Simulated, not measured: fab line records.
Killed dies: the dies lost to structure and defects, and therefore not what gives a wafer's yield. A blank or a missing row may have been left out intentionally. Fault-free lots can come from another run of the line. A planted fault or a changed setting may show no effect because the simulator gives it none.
A single fault, viewed from 2 desks    flow berkeley cmos170    every desk sees just its own numbers, and what lay behind them comes last

## AT THE METROLOGY DESK
What the gauges read, lot by lot, whatever tool the lot ran on: means of the sampled wafers that have a number. Any lot whose mean is over 4 standard deviations away from the usual mean is out of limits and marked OUT; that distance is given in the brackets.
Columns: A = SILICIDE_TI_RS at UCB170_SILICIDE_RS_MEAS_02, usual 26.0 ohm/sq; B = SILICIDE_TI_THK at UCB170_SILICIDE_THK_MEAS_03, usual 29.7 nm; C = CONTACT_PSG_THK at UCB170_CONTACT_THK_MEAS_02, usual 701 nm
lot   first seen here  A     B     C
L433  day 8 11:49      26.0  29.7  703
L438  day 8 20:48      26.1  29.7  702
L448  day 11 12:47     25.7  29.8  706
L450  day 11 13:23     26.5  29.2  703
L453  day 12 04:56     26.6  29.1  706
L455  day 12 05:28     26.2  29.7  702
This desk's finding: nothing out of limits on any of the 6 lots.

## FOR THE TOOL OWNER'S DESK: rtp anneal-02
Per lot that ran on this tool, the mean of the sampled wafers carrying a number, from the tool's own readings at UCB170_CONTACT_RTA_08 (time 10 s). Any lot whose mean is over 4 standard deviations away from the usual mean is out of limits and marked OUT; that distance is given in the brackets.
Columns: A = lamp power pct at UCB170_CONTACT_RTA_08, usual 22.2 %; B = wafer_temp_C_max at UCB170_CONTACT_RTA_08, usual 905.5
lot   first seen here  A                B
L433  day 8 16:17      21.6             904.6
L450  day 11 17:24     25.1             961.7 (+60) OUT
L453  day 12 07:58     25.2 (+4.1) OUT  960.8 (+59) OUT
This desk's verdict: out of limits on L450, L453, starting with L450 at day 11 17:24 (wafer_temp_C_max at UCB170_CONTACT_RTA_08). In limits: L433.

## PUT TOGETHER
At day 11 17:24, on L450, L453, the tool owner's desk was in a position to raise an alarm.
Nothing out of limits was seen by the metrology desk.
The metrology desk has L450, L453 on record, within its limits.
All the named lots went through UCB170_CONTACT_RTA_08 on rtp anneal-02.

## WHAT HAD BEEN PUT IN BY THE SIMULATOR
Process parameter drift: rtp anneal-02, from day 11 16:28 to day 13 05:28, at UCB170_CONTACT_RTA_08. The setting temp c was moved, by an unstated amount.
Struck lots among those shown: L450, L453.
Delay in hours, fault start to first out-of-limits reading, by desk: the tool owner's desk at 1.
